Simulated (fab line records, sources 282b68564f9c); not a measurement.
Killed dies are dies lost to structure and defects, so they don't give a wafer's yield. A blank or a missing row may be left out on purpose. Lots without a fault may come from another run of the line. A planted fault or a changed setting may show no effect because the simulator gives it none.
fab line records | flow rit_cmos
record lots=14 wafers=42 last_day=8
route steps=202 shown ACTIVE@1 NWELL@34 PLDD@122 SILICIDE@167 M1@202
lots that met no fault: from a run of the same line without faults
start_h: hours from the record's first day to the start of the lot's first wafer shown | wait_h: hours since the lot's step before | " the same as in the row above | L1.1+2: a row that stands for several wafers | - no value, or no start given | * or withheld: withheld | < > ~ a bound
route shown NAME@n: a module of which the file shows steps, and the number in the route of the first | usual: mean/standard deviation of fault-free wafers | same: alike in all rows | chamber/n: place in a boat | sites: the reading at each site | _std_site: their standard deviation | _edge_site: outer sites' mean less inner sites' | radius_mm: how far each site lies from the wafer's centre | mask NAME#n: copy n | behind: the tool/chamber that last shaped the wafer | hold: why the lot was held/for how many hours/how that ended | device: the transistor (n, p or np) that didn't switch | end of line: the same wafers' tests at the end of the route | a step without rows: its recipe alone | killed: dies lost to structure and defects at the first sort, not the wafer's yield | map: a wafer's dies, x killed, . not, _ none there
set.NAME: the setting as run; set.NAME@STEP: as run at that earlier step | model.NAME: the simulator's own value behind a step, which no gauge read
steps of the route over a sample of lots; a table a step, a row a wafer
services: from which hour (start_h, from the record's first day; less than 0 if before it) a tool's chamber was out of use, for how many hours, and why
## steps
# step RIT_ACTIVE_BOW_MEAS_00
# recipe mode=bow
# usual INCOMING_BOW=0/6.3
# columns lot.wafer tool chamber start_h wait_h INCOMING_BOW[um]
L966.2 film_metro-04 - 15.02 - 1
L966.4 " - " " -10
L966.6 " - " " -12
L967.3 film_metro-04 - 20.04 - 0
L967.5 " - " " 7
L967.6 " - " " 8
L968.2 film_metro-02 - 25.02 - -7
L968.3 " - " " 0
L968.6 " - " " -9
L970.3 film_metro-02 - 35.04 - 4
L970.5 " - " " 4
L970.6 " - " " 0
L971.3 film_metro-02 - 40.04 - -3
L971.4 " - " " 0
L971.5 " - " " -1
L972.2 film_metro-01 - 45.02 - 6
L972.5 " - " " -2
L972.6 " - " " -8
L973.1 film_metro-04 - 50.00 - -2
L973.5 " - " " 0
L973.6 " - " " 19
L974.3 film_metro-02 - 55.04 - 2
L974.4 " - " " -1
L974.5 " - " " -2
L976.2 film_metro-01 - 65.02 - 9
L976.5 " - " " -8
L976.6 " - " " -17
L977.3 film_metro-01 - 70.04 - -1
L977.5 " - " " 7
L977.6 " - " " 0
L980.1 film_metro-01 - 85.00 - 9
L980.2 " - " " 6
L980.5 " - " " 3
L984.2 film_metro-02 - 105.02 - 2
L984.3 " - " " -4
L984.4 " - " " 17
L985.2 film_metro-04 - 110.02 - -15
L985.3 " - " " 2
L985.4 " - " " 2
L987.1 film_metro-04 - 120.00 - -9
L987.4 " - " " 8
L987.5 " - " " 1
# step RIT_NWELL_OVL_MEAS_06
# usual NWELL_OVL=0.9/1.3
# columns lot.wafer tool chamber start_h wait_h NWELL_OVL[nm]
L966.2 overlay-02 - 27.76 - -0.1
L966.4 " - " " 1.2
L966.6 " - " " 0.4
L967.3 overlay-01 - 30.42 - 0.6
L967.5 " - " " -1.8
L967.6 " - " " -0.4
L968.2 overlay-02 - 36.76 - 2.0
L968.3 " - " " 1.2
L968.6 " - " " 1.7
L970.3 overlay-02 - 45.33 - 0.7
L970.5 " - " " 2.5
L970.6 " - " " 0.9
L971.3 overlay-01 - 52.54 - -1.1
L971.4 " - " " -1.3
L971.5 " - " " -0.5
L972.2 overlay-02 - 56.94 - -1.0
L972.5 " - " " 0.6
L972.6 " - " " -0.6
L973.1 overlay-02 - 62.02 - 3.4
L973.5 " - " " 1.4
L973.6 " - " " 0.5
L974.3 overlay-02 - 65.96 - 2.9
L974.4 " - " " 1.1
L974.5 " - " " 2.0
L976.2 overlay-02 - 77.64 - 1.6
L976.5 " - " " 1.0
L976.6 " - " " 0.1
L977.3 overlay-01 - 81.59 - 2.5
L977.5 " - " " 2.6
L977.6 " - " " 0.7
L980.1 overlay-02 - 97.43 - 1.6
L980.2 " - " " 0.3
L980.5 " - " " 1.7
L984.2 overlay-02 - 116.45 - 3.0
L984.3 " - " " 2.0
L984.4 " - " " 2.5
L985.2 overlay-01 - 122.30 - 1.6
L985.3 " - " " 1.7
L985.4 " - " " 2.2
L987.1 overlay-02 - 133.06 - 0.8
L987.4 " - " " -0.7
L987.5 " - " " 1.5
# step RIT_PLDD_IMPLANT_08
# recipe species=BF2 energy_kev=20 dose_cm2=8.893e+14 tilt_deg=7
# usual dose_ions_cm2=8.892e+14/9e+11 end_station_pressure_torr=7.2e-06/4.1e-07
# columns lot.wafer tool chamber start_h wait_h dose_ions_cm2 end_station_pressure_torr
L966.2 implanter-01 0 49.60 0.1 8.884e+14 7.1e-06
L966.4 " 0 " " 8.886e+14 7.3e-06
L966.6 " 0 " " 8.891e+14 6.7e-06
L967.3 implanter-01 0 54.92 0.1 8.889e+14 7e-06
L967.5 " 0 " " 8.879e+14 6.7e-06
L967.6 " 0 " " 8.885e+14 7.4e-06
L968.2 implanter-03 0 60.07 0.1 8.889e+14 7.1e-06
L968.3 " 0 " " 8.877e+14 7.4e-06
L968.6 " 0 " " 8.896e+14 7.1e-06
L970.3 implanter-03 0 67.82 0.1 8.91e+14 7.4e-06
L970.5 " 0 " " 8.892e+14 7e-06
L970.6 " 0 " " 8.901e+14 7.3e-06
L971.3 implanter-01 0 76.06 0.1 8.881e+14 6.1e-06
L971.4 " 0 " " 8.898e+14 7.4e-06
L971.5 " 0 " " 8.883e+14 7.5e-06
L972.2 implanter-02 0 82.76 0.1 8.891e+14 7.6e-06
L972.5 " 0 " " 8.891e+14 7.1e-06
L972.6 " 0 " " 8.88e+14 7.2e-06
L973.1 implanter-03 0 85.14 0.1 8.887e+14 6.9e-06
L973.5 " 0 " " 8.889e+14 7.2e-06
L973.6 " 0 " " 8.906e+14 7e-06
L974.3 implanter-01 0 88.65 0.1 8.883e+14 7.5e-06
L974.4 " 0 " " 8.895e+14 7.5e-06
L974.5 " 0 " " 8.88e+14 6.9e-06
L976.2 implanter-01 0 103.63 0.1 8.894e+14 7.1e-06
L976.5 " 0 " " 8.89e+14 7.5e-06
L976.6 " 0 " " 8.878e+14 6.6e-06
L977.3 implanter-01 0 106.68 0.1 8.899e+14 7.2e-06
L977.5 " 0 " " 8.905e+14 7.2e-06
L977.6 " 0 " " 8.899e+14 7.7e-06
L980.1 implanter-03 0 120.37 0.1 8.882e+14 6.6e-06
L980.2 " 0 " " 8.879e+14 6.8e-06
L980.5 " 0 " " 8.886e+14 7.7e-06
L984.2 implanter-01 0 154.23 0.1 8.88e+14 7.4e-06
L984.3 " 0 " " 8.887e+14 7.8e-06
L984.4 " 0 " " 8.882e+14 7.4e-06
L985.2 implanter-01 0 165.23 0.1 8.869e+14 7.2e-06
L985.3 " 0 " " 8.891e+14 7.3e-06
L985.4 " 0 " " 8.894e+14 7.3e-06
L987.1 implanter-03 0 175.02 0.1 8.892e+14 7.4e-06
L987.4 " 0 " " 8.898e+14 7e-06
L987.5 " 0 " " 8.888e+14 7.3e-06
# step RIT_PLDD_TW_MEAS_10
# usual PLDD_TW=2351/12
# columns lot.wafer tool chamber start_h wait_h PLDD_TW
L966.2 film_metro-01 - 49.91 0.1 2353
L966.4 " - " " 2326
L966.6 " - " " 2348
L967.3 film_metro-04 - 55.21 0.1 2366
L967.5 " - " " 2369
L967.6 " - " " 2379
L968.2 film_metro-02 - 60.38 0.1 2351
L968.3 " - " " 2350
L968.6 " - " " 2353
L970.3 film_metro-02 - 68.11 0.1 2371
L970.5 " - " " 2349
L970.6 " - " " 2367
L971.3 film_metro-01 - 76.36 0.1 2351
L971.4 " - " " 2346
L971.5 " - " " 2357
L972.2 film_metro-01 - 83.07 0.1 2347
L972.5 " - " " 2338
L972.6 " - " " 2348
L973.1 film_metro-01 - 85.46 0.1 2356
L973.5 " - " " 2339
L973.6 " - " " 2337
L974.3 film_metro-04 - 88.94 0.1 2343
L974.4 " - " " 2362
L974.5 " - " " 2359
L976.2 film_metro-01 - 103.94 0.1 2332
L976.5 " - " " 2322
L976.6 " - " " 2332
L977.3 film_metro-04 - 106.98 0.1 2360
L977.5 " - " " 2361
L977.6 " - " " 2376
L980.1 film_metro-02 - 120.69 0.1 2361
L980.2 " - " " 2360
L980.5 " - " " 2359
L984.2 film_metro-01 - 154.54 0.1 2268
L984.3 " - " " 2290
L984.4 " - " " 2262
L985.2 film_metro-02 - 165.54 0.1 2236
L985.3 " - " " 2373
L985.4 " - " " 2180
L987.1 film_metro-04 - 175.34 0.1 2351
L987.4 " - " " 2357
L987.5 " - " " 2370
# step RIT_SDANNEAL_RS_MEAS_06
# recipe thk_meas_gauge=four-point-probe
# usual PLDD_RS=179.6/0.41
# columns lot.wafer tool chamber start_h wait_h PLDD_RS[ohm/sq]
L966.2 film_metro-04 - 56.60 0.1 179.2
L966.4 " - " " 179.0
L966.6 " - " " 179.8
L967.3 film_metro-01 - 61.59 0.1 179.4
L967.5 " - " " 179.6
L967.6 " - " " 179.7
L968.2 film_metro-04 - 67.02 0.1 180.1
L968.3 " - " " 179.3
L968.6 " - " " 179.5
L970.3 film_metro-04 - 74.46 0.1 179.8
L970.5 " - " " 180.1
L970.6 " - " " 180.0
L971.3 film_metro-02 - 82.59 0.1 179.6
L971.4 " - " " 179.3
L971.5 " - " " 179.6
L972.2 film_metro-02 - 89.41 0.1 179.4
L972.5 " - " " 179.4
L972.6 " - " " 179.4
L973.1 film_metro-02 - 91.79 0.1 180.0
L973.5 " - " " 179.6
L973.6 " - " " 179.8
L974.3 film_metro-04 - 95.15 0.1 179.4
L974.4 " - " " 179.8
L974.5 " - " " 179.4
L976.2 film_metro-01 - 111.13 0.1 179.6
L976.5 " - " " 180.3
L976.6 " - " " 179.4
L977.3 film_metro-01 - 114.19 0.1 179.2
L977.5 " - " " 179.4
L977.6 " - " " 179.6
L980.1 film_metro-04 - 127.01 0.1 180.1
L980.2 " - " " 179.9
L980.5 " - " " 179.9
L984.2 film_metro-01 - 160.89 0.1 182.1
L984.3 " - " " 181.3
L984.4 " - " " 181.8
L985.2 film_metro-01 - 171.63 0.1 182.9
L985.3 " - " " 181.0
L985.4 " - " " 183.9
L987.1 film_metro-04 - 184.05 0.1 179.3
L987.4 " - " " 179.8
L987.5 " - " " 179.9
# step RIT_SILICIDE_RTA_06
# recipe temp_c=750 time_s=9.653 idle_temp_c=25 ramp_up_s=5 ramp_down_s=10 cool_to_c=25 ambient=N2
# usual wafer_temp_C_max=754.3/1.3
# columns lot.wafer tool chamber start_h wait_h wafer_temp_C_max
L966.2 rtp_anneal-02 0 57.28 0.0 755.1
L966.4 " 0 " " 755.9
L966.6 " 0 " " 753.2
L967.3 rtp_anneal-01 0 62.28 0.0 753.7
L967.5 " 0 " " 753.9
L967.6 " 0 " " 753.7
L968.2 rtp_anneal-02 0 67.71 0.0 755.3
L968.3 " 0 " " 755.9
L968.6 " 0 " " 754.2
L970.3 rtp_anneal-02 0 75.14 0.0 754.1
L970.5 " 0 " " 755.9
L970.6 " 0 " " 754.4
L971.3 rtp_anneal-01 0 83.27 0.0 752.7
L971.4 " 0 " " 752.4
L971.5 " 0 " " 752.6
L972.2 rtp_anneal-02 0 90.10 0.0 755.6
L972.5 " 0 " " 756.2
L972.6 " 0 " " 754.6
L973.1 rtp_anneal-01 0 92.48 0.0 753.4
L973.5 " 0 " " 752.7
L973.6 " 0 " " 753.2
L974.3 rtp_anneal-02 0 95.82 0.0 757.2
L974.4 " 0 " " 755.3
L974.5 " 0 " " 754.9
L976.2 rtp_anneal-02 0 111.82 0.0 754.9
L976.5 " 0 " " 756.5
L976.6 " 0 " " 754.9
L977.3 rtp_anneal-01 0 114.86 0.0 753.3
L977.5 " 0 " " 752.7
L977.6 " 0 " " 754.2
L980.1 rtp_anneal-02 0 127.70 0.0 755.2
L980.2 " 0 " " 756.3
L980.5 " 0 " " 753.3
L984.2 rtp_anneal-02 0 161.58 0.0 756.4
L984.3 " 0 " " 755.9
L984.4 " 0 " " 754.9
L985.2 rtp_anneal-01 0 172.32 0.0 753.3
L985.3 " 0 " " 752.5
L985.4 " 0 " " 753.4
L987.1 rtp_anneal-01 0 184.76 0.0 753.8
L987.4 " 0 " " 753.9
L987.5 " 0 " " 753.3
# step RIT_M1_PROBE_99
# usual killed_at_contacts=0.1/0.25 killed_at_front_end=7/3.3 killed_dies=7/3.2 killed_open=3.6/2.2 killed_short=3.5/2
# same gross_dies=264 killed_at_M0_to_M3=0 killed_at_M4_up=0 killed_at_back_side=0 killed_at_other=0
# columns lot.wafer tool chamber start_h wait_h killed_at_contacts killed_at_front_end killed_dies killed_open killed_short
L970.3 prober-01 - 81.74 0.2 0 6 6 3 3
L970.5 prober-01 - 81.84 0.2 0 7 7 5 2
L970.6 prober-01 - 81.89 0.2 0 9 9 4 5
L972.2 prober-01 - 96.81 0.1 0 10 10 5 5
L972.5 prober-01 - 96.96 0.2 0 6 6 3 3
L972.6 prober-01 - 97.01 0.2 0 3 3 1 2
L980.1 prober-01 - 134.00 0.1 0 12 12 9 3
L980.2 prober-01 - 134.05 0.1 0 7 7 5 2
L980.5 prober-01 - 134.20 0.2 0 7 7 4 3
L987.1 prober-02 - 191.34 0.1 0 10 10 6 3
L987.4 prober-02 - 191.49 0.2 0 5 5 2 3
L987.5 prober-02 - 191.54 0.2 0 8 8 3 5
# killed by level:class
L970.3 FOX1:geometric_particle:open=2 FOX1:geometric_particle:short=2 GATE:geometric_particle:open=1 REOX:geometric_particle:short=1
L970.5 GATE:geometric_particle:open=5 FOX1:geometric_particle:short=1 SILICIDE:geometric_particle:short=1
L970.6 FOX1:geometric_particle:open=2 GATE:geometric_particle:short=2 GATE:geometric_particle:open=2 FOX1:geometric_particle:short=1 REOX:geometric_particle:short=1 SPACER:geometric_particle:short=1
L972.2 GATE:geometric_particle:open=2 GATE:geometric_particle:short=2 REOX:geometric_particle:open=2 FOX1:geometric_particle:short=1 REOX:geometric_particle:short=1 SPACER:geometric_particle:open=1 SILICIDE:geometric_particle:short=1
L972.5 GATE:geometric_particle:short=3 GATE:geometric_particle:open=2 SPACER:geometric_particle:open=1
L972.6 GATE:geometric_particle:short=1 GATE:geometric_particle:open=1 SILICIDE:geometric_particle:short=1
L980.1 SPACER:geometric_particle:open=5 GATE:geometric_particle:short=3 GATE:geometric_particle:open=2 REOX:geometric_particle:open=1 SILICIDE:geometric_particle:open=1
L980.2 FOX2:geometric_particle:open=1 GATE:geometric_particle:open=1 REOX:geometric_particle:open=1 SPACER:geometric_particle:open=1 SPACER:geometric_particle:short=1 SILICIDE:geometric_particle:short=1 SILICIDE:geometric_particle:open=1
L980.5 GATE:geometric_particle:open=3 SPACER:geometric_particle:short=2 REOX:geometric_particle:short=1 SPACER:geometric_particle:open=1
L987.1 GATE:geometric_particle:open=4 GATE:geometric_particle:short=2 FOX1:geometric_particle:short=1 REOX:geometric_particle:open=1 SPACER:geometric_particle:open=1 NWELL:coat_microbubble_printed=1
L987.4 FOX2:geometric_particle:open=2 GATE:geometric_particle:short=2 REOX:geometric_particle:short=1
L987.5 GATE:geometric_particle:short=2 FOX1:geometric_particle:open=1 FOX1:geometric_particle:short=1 FOX2:geometric_particle:short=1 REOX:geometric_particle:short=1 REOX:geometric_particle:open=1 SILICIDE:geometric_particle:open=1
## services
# columns tool chamber start_h hours kind
implanter-03 - 50.78 3.0 pm
implanter-03 - 56.03 3.3 repair
implanter-03 - 65.24 1.3 repair
implanter-02 - 135.65 5.0 pm
## key
first_sign step=RIT_PLDD_TW_MEAS_10 reading=PLDD_TW direction=down sigmas=6.8 usual=2351 struck=2268 wafers_moved=5
effect step=RIT_SDANNEAL_RS_MEAS_06 reading=PLDD_RS direction=up sigmas=6.3 usual=179.6 struck=182.2
met_at RIT_PLDD_IMPLANT_08
struck_lots L984,L985
tester_left_out L984,L985
not_acting_at RIT_ACTIVE_BOW_MEAS_00,RIT_NWELL_OVL_MEAS_06,RIT_SILICIDE_RTA_06
onset_between 106.68 154.23
fault kind=process_parameter_drift tool=implanter-01 chamber=- onset_h=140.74 steps=RIT_PLDD_IMPLANT_08 channel=tilt_deg offset=-5 spread_by_wafer=0.3 shape=step end_h=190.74 acts_in=these_recipes_only stated=7
# tester_left_out: of these lots the tester's yield and bins aren't shown, on N5 and GAA mostly nor the transistor test; their killed dies are dies lost to structure and defects alone, not to doping, threshold or leakage, so they don't give the yield
